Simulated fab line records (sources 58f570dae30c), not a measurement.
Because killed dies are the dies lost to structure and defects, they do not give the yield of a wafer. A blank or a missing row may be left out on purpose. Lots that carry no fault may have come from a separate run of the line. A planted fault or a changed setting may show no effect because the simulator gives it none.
Split-lot study / flow berkeley cmos170 / route with 331 steps; 5 lots, 23 wafers read

## THE SPLIT ITSELF
At UCB170_GATE_COAT_07 (resist thk 900 nm), the setting spin rpm was moved away from the recipe's 1500 rpm on 4 of the 23 wafers read, by -6.3% to -3.2%. All remaining wafers had this setting at the recipe value.

## FROM THE SPLIT TO THE READING: what the file shows between them, 3 steps
- UCB170_GATE_SOFTBAKE_08: time 60 s
- UCB170_GATE_EXPOSE_09: exposes mask POLY, target cd 350 nm
- UCB170_GATE_ETCH_14: etches BARC in N2/H2

## THE READING
KrF_of_GATE_COAT_07.thk nm (the simulator's own value, which no gauge read), in nm, at UCB170_GATE_ETCH_15 (etches poly-Si in HBr/Cl2, stops on SiO2, time 56.3 s, target depth 278.2 nm). The file gives no usual value for it. The 19 wafers here that ran the recipe average 777.8 nm, standard deviation 3.3 nm.

wafer=L074.1; tool, chamber at the split=litho track-04, 0; spin rpm as run, rpm=1500; against the recipe=recipe; KrF_of_GATE_COAT_07.thk nm, nm=777.5; against lot-mates on the recipe=-
wafer=L074.3; tool, chamber at the split=litho track-04, 0; spin rpm as run, rpm=1452; against the recipe=-3.2%; KrF_of_GATE_COAT_07.thk nm, nm=791.9; against lot-mates on the recipe=+15.9
wafer=L074.4; tool, chamber at the split=litho track-04, 0; spin rpm as run, rpm=1452; against the recipe=-3.2%; KrF_of_GATE_COAT_07.thk nm, nm=791.2; against lot-mates on the recipe=+15.2
wafer=L074.5; tool, chamber at the split=litho track-04, 0; spin rpm as run, rpm=1500; against the recipe=recipe; KrF_of_GATE_COAT_07.thk nm, nm=775.3; against lot-mates on the recipe=-
wafer=L074.6; tool, chamber at the split=litho track-04, 0; spin rpm as run, rpm=1500; against the recipe=recipe; KrF_of_GATE_COAT_07.thk nm, nm=775.1; against lot-mates on the recipe=-
wafer=L076.1; tool, chamber at the split=litho track-02, 0; spin rpm as run, rpm=1500; against the recipe=recipe; KrF_of_GATE_COAT_07.thk nm, nm=779.1; against lot-mates on the recipe=-
wafer=L076.2; tool, chamber at the split=litho track-02, 0; spin rpm as run, rpm=1500; against the recipe=recipe; KrF_of_GATE_COAT_07.thk nm, nm=783.7; against lot-mates on the recipe=-
wafer=L076.3; tool, chamber at the split=litho track-02, 0; spin rpm as run, rpm=1500; against the recipe=recipe; KrF_of_GATE_COAT_07.thk nm, nm=781.7; against lot-mates on the recipe=-
wafer=L079.1; tool, chamber at the split=litho track-03, 0; spin rpm as run, rpm=1500; against the recipe=recipe; KrF_of_GATE_COAT_07.thk nm, nm=775.9; against lot-mates on the recipe=-
wafer=L079.2; tool, chamber at the split=litho track-03, 0; spin rpm as run, rpm=1500; against the recipe=recipe; KrF_of_GATE_COAT_07.thk nm, nm=774.3; against lot-mates on the recipe=-
wafer=L079.4; tool, chamber at the split=litho track-03, 0; spin rpm as run, rpm=1500; against the recipe=recipe; KrF_of_GATE_COAT_07.thk nm, nm=775.7; against lot-mates on the recipe=-
wafer=L079.5; tool, chamber at the split=litho track-03, 0; spin rpm as run, rpm=1500; against the recipe=recipe; KrF_of_GATE_COAT_07.thk nm, nm=775.3; against lot-mates on the recipe=-
wafer=L079.6; tool, chamber at the split=litho track-03, 0; spin rpm as run, rpm=1500; against the recipe=recipe; KrF_of_GATE_COAT_07.thk nm, nm=773.1; against lot-mates on the recipe=-
wafer=L077.1; tool, chamber at the split=litho track-02, 0; spin rpm as run, rpm=1500; against the recipe=recipe; KrF_of_GATE_COAT_07.thk nm, nm=783.1; against lot-mates on the recipe=-
wafer=L077.2; tool, chamber at the split=litho track-02, 0; spin rpm as run, rpm=1500; against the recipe=recipe; KrF_of_GATE_COAT_07.thk nm, nm=779.6; against lot-mates on the recipe=-
wafer=L077.4; tool, chamber at the split=litho track-02, 0; spin rpm as run, rpm=1500; against the recipe=recipe; KrF_of_GATE_COAT_07.thk nm, nm=779.7; against lot-mates on the recipe=-
wafer=L077.5; tool, chamber at the split=litho track-02, 0; spin rpm as run, rpm=1500; against the recipe=recipe; KrF_of_GATE_COAT_07.thk nm, nm=781; against lot-mates on the recipe=-
wafer=L077.6; tool, chamber at the split=litho track-02, 0; spin rpm as run, rpm=1500; against the recipe=recipe; KrF_of_GATE_COAT_07.thk nm, nm=783; against lot-mates on the recipe=-
wafer=L083.1; tool, chamber at the split=litho track-04, 0; spin rpm as run, rpm=1405; against the recipe=-6.3%; KrF_of_GATE_COAT_07.thk nm, nm=808.2; against lot-mates on the recipe=+33.2
wafer=L083.2; tool, chamber at the split=litho track-04, 0; spin rpm as run, rpm=1500; against the recipe=recipe; KrF_of_GATE_COAT_07.thk nm, nm=775.8; against lot-mates on the recipe=-
wafer=L083.3; tool, chamber at the split=litho track-04, 0; spin rpm as run, rpm=1405; against the recipe=-6.3%; KrF_of_GATE_COAT_07.thk nm, nm=807.4; against lot-mates on the recipe=+32.4
wafer=L083.5; tool, chamber at the split=litho track-04, 0; spin rpm as run, rpm=1500; against the recipe=recipe; KrF_of_GATE_COAT_07.thk nm, nm=775.3; against lot-mates on the recipe=-
wafer=L083.6; tool, chamber at the split=litho track-04, 0; spin rpm as run, rpm=1500; against the recipe=recipe; KrF_of_GATE_COAT_07.thk nm, nm=774; against lot-mates on the recipe=-

THE FIT
A straight line over all 23 wafers: KrF_of_GATE_COAT_07.thk nm changes by -4.66 nm for each +1% of spin rpm; r = -0.95; the points scatter about the line by 3.2 nm.
The same after taking each lot's own level away (the mean of its wafers on the recipe; 23 wafers): -5.12 nm for each +1%; r = -0.99; scatter 1.3 nm.
That fit puts the effect of the largest move of spin rpm on the reading at 32 nm.
Across the lots, their own levels run from 774.86 to 781.50 nm, a range of 2.0 times the standard deviation given above.
The two slopes agree, so the slope changes little with the lot-to-lot level.
Check: with one of the wafers moved furthest among these (-6.3%) left out of the fit, the line predicts +31.9 nm for it against its lot-mates. Against them it came out at +33.2 nm.

## THESE WAFERS: OTHER SPLITS
Before the reading, these wafers also passed through other splits. Each is held against what the fit with the lots' levels taken away leaves over:
other split on the same wafers=UCB170_ZERO_COAT_01 resist thk nm; wafers away from the commonest value=8; r with KrF_of_GATE_COAT_07.thk nm (lot level and that fit taken away)=+0.15
other split on the same wafers=UCB170_NWELL_CVD_04 time s; wafers away from the commonest value=10; r with KrF_of_GATE_COAT_07.thk nm (lot level and that fit taken away)=+0.05
other split on the same wafers=UCB170_NWELL_IMPLANT_14 dose cm2; wafers away from the commonest value=8; r with KrF_of_GATE_COAT_07.thk nm (lot level and that fit taken away)=-0.01
other split on the same wafers=UCB170_ACTIVE_COAT_08 resist thk nm; wafers away from the commonest value=6; r with KrF_of_GATE_COAT_07.thk nm (lot level and that fit taken away)=-0.02
other split on the same wafers=UCB170_PFIELD_COAT_01 resist thk nm; wafers away from the commonest value=9; r with KrF_of_GATE_COAT_07.thk nm (lot level and that fit taken away)=+0.01
other split on the same wafers=UCB170_PFIELD_IMPLANT_07 energy kev; wafers away from the commonest value=7; r with KrF_of_GATE_COAT_07.thk nm (lot level and that fit taken away)=-0.36
other split on the same wafers=UCB170_NVT_IMPLANT_07 dose cm2; wafers away from the commonest value=4; r with KrF_of_GATE_COAT_07.thk nm (lot level and that fit taken away)=+0.17

## THE WHOLE CHAIN: every reading that the file lists as answering this split, in the file's order
step=UCB170_GATE_COAT_07; what it does=resist thk 900 nm; reading=KrF_of_GATE_COAT_07.thk nm (the simulator's own value, which no gauge read); change (the file's fit)=-5 nm for each +1% of the setting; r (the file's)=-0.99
step=UCB170_GATE_ETCH_15; what it does=etches poly-Si in HBr/Cl2, stops on SiO2, time 56.3 s, target depth 278.2 nm; reading=KrF_of_GATE_COAT_07.thk nm (the simulator's own value, which no gauge read); change (the file's fit)=-5.11 nm for each +1% of the setting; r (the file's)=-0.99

## FILE'S OWN FIT
KrF_of_GATE_COAT_07.thk nm changes by -5.11 nm for each +1% of spin rpm, r = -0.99.
